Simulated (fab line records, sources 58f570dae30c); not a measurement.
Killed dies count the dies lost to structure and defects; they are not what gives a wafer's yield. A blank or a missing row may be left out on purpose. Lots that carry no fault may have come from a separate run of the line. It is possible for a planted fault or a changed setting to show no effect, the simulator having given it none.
One fault through the eyes of 2 desks :: flow berkeley-cmos170 :: every desk sees just its own numbers, and what lay behind them comes last

## FROM THE METROLOGY DESK
What the gauges read, lot by lot, whatever tool the lot ran on: means of the sampled wafers that have a number. Marked OUT: a lot whose mean sits more than 4 standard deviations from the usual mean, which makes it out of limits; the brackets give that distance.
Columns: A = cd-nm at UCB170_CONTACT_CD_MEAS_15, usual 700.0 nm; B = CONTACT_OVL at UCB170_CONTACT_OVL_MEAS_16, usual -1 nm; C = cd-nm at UCB170_CONTACT_CD_MEAS_90, usual 699.9 nm
lot: L994
first seen here: day 8 01:59
A: 701.0
B: 4
C: 700.7

lot: L995
first seen here: day 8 02:36
A: 701.6
B: 5
C: 701.7

lot: L100
first seen here: day 9 09:32
A: 701.5
B: -3
C: 705.9 (+4.0) OUT

lot: L102
first seen here: day 9 16:40
A: 700.2
B: 4
C: 704.9

lot: L116
first seen here: day 12 21:32
A: 699.6
B: -3
C: 699.6

lot: L113
first seen here: day 12 21:59
A: 700.9
B: 2
C: 699.9
This desk's finding: out of limits on L100; first on L100, day 9 10:01 (cd-nm at UCB170_CONTACT_CD_MEAS_90). L994, L995, L102, L116, L113: within limits.

## THE TOOL OWNER'S DESK: rie-diel-02
The tool's own readings at UCB170_CONTACT_ETCH_18 (etches PSG in CHF3/CF4/Ar, stops on TiSi2, target depth 840 nm, time 195 s): means of the sampled wafers that have a number, for each lot that ran on this tool. Marked OUT: a lot whose mean sits more than 4 standard deviations from the usual mean, which makes it out of limits; the brackets give that distance.
Columns: A = drypump-motor-current-A at UCB170_CONTACT_ETCH_18, usual 5.7 A; B = oes-product-au at UCB170_CONTACT_ETCH_18, usual 0.890 a.u.; C = run-length-s at UCB170_CONTACT_ETCH_18, usual 223.3 s; D = throttle-valve-pct at UCB170_CONTACT_ETCH_18, usual 6.93 %
lot: L994
first seen here: day 8 02:00
A: 5.9
B: 0.897
C: 223.1
D: 7.01

lot: L100
first seen here: day 9 09:00
A: 5.4
B: 0.735 (-12) OUT
C: 327.1 (+99 or more) OUT
D: 6.99

lot: L102
first seen here: day 9 16:00
A: 5.4
B: 0.737 (-12) OUT
C: 327.0 (+99 or more) OUT
D: 6.94

lot: L113
first seen here: day 12 22:00
A: 6.2
B: 0.904
C: 222.9
D: 7.07
This desk's finding: out of limits on L100, L102; first on L100, day 9 09:00 (oes-product-au at UCB170_CONTACT_ETCH_18). L994, L113: within limits.

## BROUGHT TOGETHER
The tool owner's desk could have raised an alarm at day 9 09:00, on L100, L102.
Metrology desk: alarm possible at day 9 10:01 on L100.
The metrology desk holds a record of L102, inside its limits.
All the named lots went through UCB170_CONTACT_ETCH_18 on rie-diel-02.

## WHAT HAD BEEN PUT IN BY THE SIMULATOR
rie-diel-02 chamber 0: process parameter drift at UCB170_CONTACT_ETCH_18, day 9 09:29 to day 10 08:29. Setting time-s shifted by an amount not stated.
Struck lots among those shown: L100, L102.
